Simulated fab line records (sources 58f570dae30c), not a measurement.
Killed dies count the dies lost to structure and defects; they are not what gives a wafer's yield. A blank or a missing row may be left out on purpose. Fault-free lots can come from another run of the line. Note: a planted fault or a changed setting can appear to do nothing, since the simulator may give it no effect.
Problem report, 8D (eight disciplines) form, completed by code || flow berkeleyCmos170 || the parts of the form that need people (team, actions taken, sign-off) are left out

== 1. THE PROBLEM ==
Mean PLDD_TW at UCB170_PLDD_TW_MEAS_11: 956 over 6 wafers in 2 lots; fault-free wafers: 1009, standard deviation 6.6. Relative to the usual mean, that is a shift of -8.1 standard deviations.
Seen first at day 9 01:52 on filmMetro-03, wafer L466.1. The record holds 42 wafers of 14 lots with a number at this step. Rule for "out", or "out of limits": more than 4 standard deviations from the usual mean. Any other wafer with a number is counted as sound.

== 2. WHAT THIS IS AND IS NOT ==
{"question": "which readings at this step", "is": "PLDD_TW", "is not": "-"}
{"question": "which lots", "is": "L466, L470", "is not": "L452, L453, L454, L456, L457, L458, L461, L463, L464, L465, L472, L475"}
{"question": "which wafers of those lots", "is": "all that have a number", "is not": "-"}
{"question": "read on which gauges", "is": "filmMetro-03, filmMetro-04", "is not": "filmMetro-01"}
{"question": "when", "is": "from day 9 01:52", "is not": "up to then (27 sound wafers); but 9 sound wafers of L465, L472, L475 came after"}

== 3. SUSPECTS, AND WHAT RULES EACH OUT ==
Counting: any tool at a process step up to the reading is kept as a suspect provided that every lot that is out went through it and no sound lot did after the first of them.
- the gauge at UCB170_PLDD_TW_MEAS_11 is ruled out. 2 gauges (filmMetro-03, filmMetro-04) read the wafers that are out.
- plasmaAsher-04 at UCB170_ZERO_STRIP_07 (strips in O2): kept. Every lot that is out went through it, starting with L466 (day 4 15:13), and after that it ran no sound lot; the last sound lot it ran before then is L465 (day 4 14:56).
- implanter-04 at UCB170_PLDD_IMPLANT_09: kept. Every lot that is out went through it, starting with L466 (day 9 01:37), and after that it ran no sound lot; the last sound lot it ran before then is L463 (day 8 16:04). Its own doseIonsCm2, faradayCurrentUA readings are out on those wafers.
The count leaves implanter-04 at UCB170_PLDD_IMPLANT_09 and plasmaAsher-04 at UCB170_ZERO_STRIP_07.

== 4. THE CAUSE (what the simulator had put in) ==
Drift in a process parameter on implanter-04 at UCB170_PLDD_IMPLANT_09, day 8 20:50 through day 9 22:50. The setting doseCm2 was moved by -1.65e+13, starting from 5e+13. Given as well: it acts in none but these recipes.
Of the 2 suspects that counting leaves, this tool is one.

== 5. THE CHAIN OF EFFECTS, in route order ==
One row per reading whose mean, taken over the struck wafers that have a number, lies over 3 standard deviations from the usual. Readings are gone through only where the record gives a usual standard deviation; hours: the median, over the lots, of the time from a lot's start at the first step in this table giving one to that lot's start at this step; sigmas: the change measured in usual standard deviations.
{"hours": 0, "step": "UCB170_PLDD_IMPLANT_09", "reading": "doseIonsCm2", "usual": 5e+13, "on struck wafers": 3e+13, "change": -2e+13, "sigmas": "-99 or more"}
{"hours": 0, "step": "UCB170_PLDD_IMPLANT_09", "reading": "faradayCurrentUA", "usual": 158.8, "on struck wafers": 107.0, "change": -51.8, "sigmas": -17}
{"hours": 0, "step": "UCB170_PLDD_TW_MEAS_11", "reading": "PLDD_TW", "usual": 1009, "on struck wafers": 956, "change": -53, "sigmas": -8.1}
{"hours": 13, "step": "UCB170_SDANNEAL_RS_MEAS_04", "reading": "PLDD_RS", "usual": "1032.2 ohm/sq", "on struck wafers": 1192.7, "change": "+160.5", "sigmas": "+76"}
Process steps it contains:
- UCB170_PLDD_IMPLANT_09
At these later measuring or inspecting steps, every struck wafer for which the step has a row has a number for every such reading, and none has moved that far: UCB170_V1_BOW_MEAS_03.

== 6. HOW IT WOULD HAVE BEEN CAUGHT EARLIER ==
5 hours passed between the start of the fault at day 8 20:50 and the first reading out of limits at a measuring or inspecting step in this record, taken at day 9 01:52.
The tool's own readings at UCB170_PLDD_IMPLANT_09 were out on every struck wafer that the step has a row for (doseIonsCm2, faradayCurrentUA): an alarm limit on them would have fired on the first of those.
Lots out: 2; of these, L470 started UCB170_PLDD_IMPLANT_09 on implanter-04 after day 9 01:52. A hold on the tool at that time would have spared it.
